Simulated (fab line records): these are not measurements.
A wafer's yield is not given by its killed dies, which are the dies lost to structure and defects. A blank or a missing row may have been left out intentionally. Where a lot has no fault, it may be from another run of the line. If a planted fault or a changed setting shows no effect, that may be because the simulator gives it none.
Which tool is to blame? + flow rit_cmos + Sampling: 14 lots, 42 wafers, 6 of 202 route steps

== WHAT THE GAUGES SHOWED, per wafer ==
RIT_PSD_TW_MEAS_10. Usual: PSD_TW typically reads 3420, with standard deviation 15.
| lot  | measured    | on            | PSD_TW         | flag |
|------|-------------|---------------|----------------|------|
| L147 | day 3 21:31 | film_metro-04 | 3422 3429 3425 |      |
| L149 | day 4 09:22 | film_metro-02 | 3395 3403 3414 |      |
| L154 | day 4 20:47 | film_metro-03 | 3444 3445 3407 |      |
| L153 | day 4 22:25 | film_metro-04 | 3389 3385 3398 |      |
| L156 | day 5 04:35 | film_metro-02 | 3418 3417 3423 |      |
| L158 | day 5 14:46 | film_metro-03 | 3410 3430 3419 |      |
| L160 | day 6 00:40 | film_metro-02 | 3423 3433 3429 |      |
| L161 | day 6 07:14 | film_metro-02 | 3429 3456 3444 |      |
| L162 | day 6 09:17 | film_metro-04 | 3424 3414 3411 |      |
| L164 | day 6 22:16 | film_metro-02 | 3714 3689 3703 | OFF  |
| L166 | day 7 07:32 | film_metro-04 | 3678 3670 3651 | OFF  |
| L168 | day 7 20:22 | film_metro-02 | 3420 3417 3422 |      |
| L169 | day 7 21:42 | film_metro-03 | 3414 3432 3437 |      |
| L170 | day 8 00:51 | film_metro-02 | 3427 3431 3424 |      |

RIT_SDANNEAL_RS_MEAS_04: measurement is done with a four-point probe. Usual: PSD_RS typically reads 115.91 ohm/sq, with standard deviation 0.29.
| lot  | measured    | on            | PSD_RS (ohm/sq)      | flag |
|------|-------------|---------------|----------------------|------|
| L147 | day 3 22:04 | film_metro-03 | 115.49 115.59 115.93 |      |
| L149 | day 4 09:52 | film_metro-03 | 115.86 115.98 115.90 |      |
| L154 | day 4 21:18 | film_metro-03 | 116.40 116.14 116.41 |      |
| L153 | day 4 22:56 | film_metro-04 | 115.88 116.03 115.87 |      |
| L156 | day 5 05:06 | film_metro-02 | 115.71 115.75 115.40 |      |
| L158 | day 5 15:17 | film_metro-04 | 115.57 115.81 115.81 |      |
| L160 | day 6 01:10 | film_metro-04 | 115.91 116.26 115.55 |      |
| L161 | day 6 07:44 | film_metro-03 | 116.37 115.98 115.87 |      |
| L162 | day 6 09:46 | film_metro-04 | 115.96 116.14 115.72 |      |
| L164 | day 6 22:46 | film_metro-04 | 98.61 98.27 98.33    | OFF  |
| L166 | day 7 08:01 | film_metro-03 | 98.81 99.14 98.99    | OFF  |
| L168 | day 7 20:51 | film_metro-04 | 115.92 115.59 115.87 |      |
| L169 | day 7 22:11 | film_metro-02 | 115.46 115.77 115.61 |      |
| L170 | day 8 01:20 | film_metro-04 | 116.46 116.29 116.59 |      |

RIT_SDANNEAL_RS_MEAS_06: measurement is done with a four-point probe. Usual: PLDD_RS typically reads 178.7 ohm/sq, with standard deviation 0.52.
| lot  | measured    | on            | PLDD_RS (ohm/sq)  | flag |
|------|-------------|---------------|-------------------|------|
| L147 | day 3 22:18 | film_metro-03 | 177.7 178.6 178.3 |      |
| L149 | day 4 10:06 | film_metro-03 | 178.8 179.5 179.1 |      |
| L154 | day 4 21:32 | film_metro-03 | 179.6 179.9 179.7 |      |
| L153 | day 4 23:10 | film_metro-04 | 178.8 179.8 179.5 |      |
| L156 | day 5 05:20 | film_metro-02 | 178.8 178.9 178.6 |      |
| L158 | day 5 15:31 | film_metro-04 | 179.3 178.9 178.6 |      |
| L160 | day 6 01:24 | film_metro-04 | 178.3 178.4 178.2 |      |
| L161 | day 6 07:58 | film_metro-03 | 178.2 178.5 177.9 |      |
| L162 | day 6 10:00 | film_metro-04 | 178.5 178.3 178.1 |      |
| L164 | day 6 23:01 | film_metro-04 | 179.3 178.5 178.5 |      |
| L166 | day 7 08:16 | film_metro-03 | 178.6 179.1 179.2 |      |
| L168 | day 7 21:05 | film_metro-04 | 178.8 179.2 179.4 |      |
| L169 | day 7 22:26 | film_metro-02 | 178.3 178.0 178.3 |      |
| L170 | day 8 01:35 | film_metro-04 | 178.9 178.2 178.8 |      |

RIT_CONTACT_CD_MEAS_90 targets a cd of 1000 nm. Usual: cd_nm 1000.6 nm, standard deviation 1.6.
| lot  | measured    | on        | cd_nm (nm)           | flag |
|------|-------------|-----------|----------------------|------|
| L147 | day 4 00:59 | cd_sem-01 | 997.3 998.9 1000.2   |      |
| L149 | day 4 12:50 | cd_sem-02 | 1001.8 1002.4 1000.5 |      |
| L154 | day 5 00:10 | cd_sem-01 | 999.5 1000.2 998.9   |      |
| L153 | day 5 01:41 | cd_sem-01 | 1000.4 1001.3 1001.7 |      |
| L156 | day 5 08:08 | cd_sem-01 | 1001.3 1001.3 1002.4 |      |
| L158 | day 5 18:10 | cd_sem-01 | 999.0 999.7 999.0    |      |
| L160 | day 6 03:55 | cd_sem-02 | 999.2 1000.1 999.8   |      |
| L161 | day 6 10:37 | cd_sem-01 | 1000.7 1000.3 998.8  |      |
| L162 | day 6 12:56 | cd_sem-02 | 1002.2 1000.7 999.0  |      |
| L164 | day 7 01:35 | cd_sem-01 | 1002.4 1003.2 1003.9 |      |
| L166 | day 7 10:55 | cd_sem-02 | 999.7 1000.4 997.2   |      |
| L168 | day 7 23:49 | cd_sem-01 | 998.1 1001.3 1000.7  |      |
| L169 | day 8 01:04 | cd_sem-01 | 1000.3 998.8 1000.8  |      |
| L170 | day 8 04:10 | cd_sem-01 | 997.2 998.2 998.3    |      |

== EACH LOT AND THE TOOL THAT RAN IT (in order: tool; ch and the chambers of the sampled wafers; start) ==
| lot  | RIT_NSD_STRIP_09                    | RIT_PSD_IMPLANT_08             |
|------|-------------------------------------|--------------------------------|
| L147 | plasma_asher-04 ch 0,1, day 3 19:56 | implanter-03 ch 0, day 3 21:13 |
| L149 | plasma_asher-02 ch 0,1, day 4 06:57 | implanter-03 ch 0, day 4 09:04 |
| L154 | plasma_asher-02 ch 0,1, day 4 19:01 | implanter-03 ch 0, day 4 20:29 |
| L153 | plasma_asher-02 ch 0,1, day 4 20:47 | implanter-03 ch 0, day 4 22:06 |
| L156 | plasma_asher-03 ch 0,1, day 5 02:47 | implanter-03 ch 0, day 5 04:18 |
| L158 | plasma_asher-04 ch 0,1, day 5 13:05 | implanter-01 ch 0, day 5 14:28 |
| L160 | plasma_asher-03 ch 0,1, day 5 23:00 | implanter-03 ch 0, day 6 00:22 |
| L161 | plasma_asher-02 ch 0,1, day 6 05:40 | implanter-01 ch 0, day 6 06:56 |
| L162 | plasma_asher-03 ch 0,1, day 6 07:32 | implanter-01 ch 0, day 6 08:57 |
| L164 | plasma_asher-04 ch 0,1, day 6 20:33 | implanter-03 ch 0, day 6 21:57 |
| L166 | plasma_asher-04 ch 0,1, day 7 05:42 | implanter-03 ch 0, day 7 07:13 |
| L168 | plasma_asher-03 ch 0,1, day 7 18:39 | implanter-01 ch 0, day 7 20:02 |
| L169 | plasma_asher-02 ch 0,1, day 7 19:59 | implanter-02 ch 0, day 7 21:23 |
| L170 | plasma_asher-03 ch 0, day 7 23:14   | implanter-02 ch 0, day 8 00:32 |
- RIT_NSD_STRIP_09: strips in O2, time 180 s.
- RIT_PSD_IMPLANT_08

== WHAT THE TOOLS THEMSELVES READ (means of the sampled wafers that have a number; where no wafer has one, the mark that the record gives instead) ==
RIT_NSD_STRIP_09. Usual: drypump_motor_current_A 5.9 A, standard deviation 0.47.
| lot  | tool            | drypump_motor_current_A (A) | flag |
|------|-----------------|-----------------------------|------|
| L147 | plasma_asher-04 | 6.5                         |      |
| L149 | plasma_asher-02 | 5.5                         |      |
| L154 | plasma_asher-02 | 5.5                         |      |
| L153 | plasma_asher-02 | 5.5                         |      |
| L156 | plasma_asher-03 | 5.8                         |      |
| L158 | plasma_asher-04 | 6.6                         |      |
| L160 | plasma_asher-03 | 5.7                         |      |
| L161 | plasma_asher-02 | 5.5                         |      |
| L162 | plasma_asher-03 | 5.6                         |      |
| L164 | plasma_asher-04 | 6.5                         |      |
| L166 | plasma_asher-04 | 6.6                         |      |
| L168 | plasma_asher-03 | 5.6                         |      |
| L169 | plasma_asher-02 | 5.5                         |      |
| L170 | plasma_asher-03 | 5.9                         |      |

RIT_PSD_IMPLANT_08. Usual: beam_energy_keV 27.000, standard deviation 0.0085.
| lot  | tool         | beam_energy_keV | flag |
|------|--------------|-----------------|------|
| L147 | implanter-03 | 26.997          |      |
| L149 | implanter-03 | 27.001          |      |
| L154 | implanter-03 | 26.992          |      |
| L153 | implanter-03 | 26.986          |      |
| L156 | implanter-03 | 27.002          |      |
| L158 | implanter-01 | 27.002          |      |
| L160 | implanter-03 | 27.009          |      |
| L161 | implanter-01 | 27.004          |      |
| L162 | implanter-01 | 27.002          |      |
| L164 | implanter-03 | 36.449          | OFF  |
| L166 | implanter-03 | 36.460          | OFF  |
| L168 | implanter-01 | 26.989          |      |
| L169 | implanter-02 | 27.010          |      |
| L170 | implanter-02 | 26.998          |      |

== THE ANSWER, worked out from the rows above alone ==
Rule: a lot counts as off when the mean over its wafers that have a number is more than 3 standard deviations away from the usual mean. A lot without any number at a reading at which 4 lots or more have one is off too. Any other lot the step has rows for is counted as sound. First the gauges in route order, then the tools' own readings, where a lot's mean is used as printed above. The first step at which some lot is off is used, and at that step the reading that is off furthest; a lot without a number counts as furthest.
Off: L164, L166, at RIT_PSD_TW_MEAS_10 (PSD_TW).
If a tool, at a process step before that reading, ran all the lots that are off and no sound lot after the first of them, it fits. Not tried: the gauges at RIT_PSD_TW_MEAS_10; whatever is off there is also off at RIT_PSD_IMPLANT_08, on other tools, and gauge error can't account for it. Undecided on this evidence; 2 tools fit (plasma_asher-04 at RIT_NSD_STRIP_09, implanter-03 at RIT_PSD_IMPLANT_08).

== WHAT THE SIMULATOR HAD PUT IN ==
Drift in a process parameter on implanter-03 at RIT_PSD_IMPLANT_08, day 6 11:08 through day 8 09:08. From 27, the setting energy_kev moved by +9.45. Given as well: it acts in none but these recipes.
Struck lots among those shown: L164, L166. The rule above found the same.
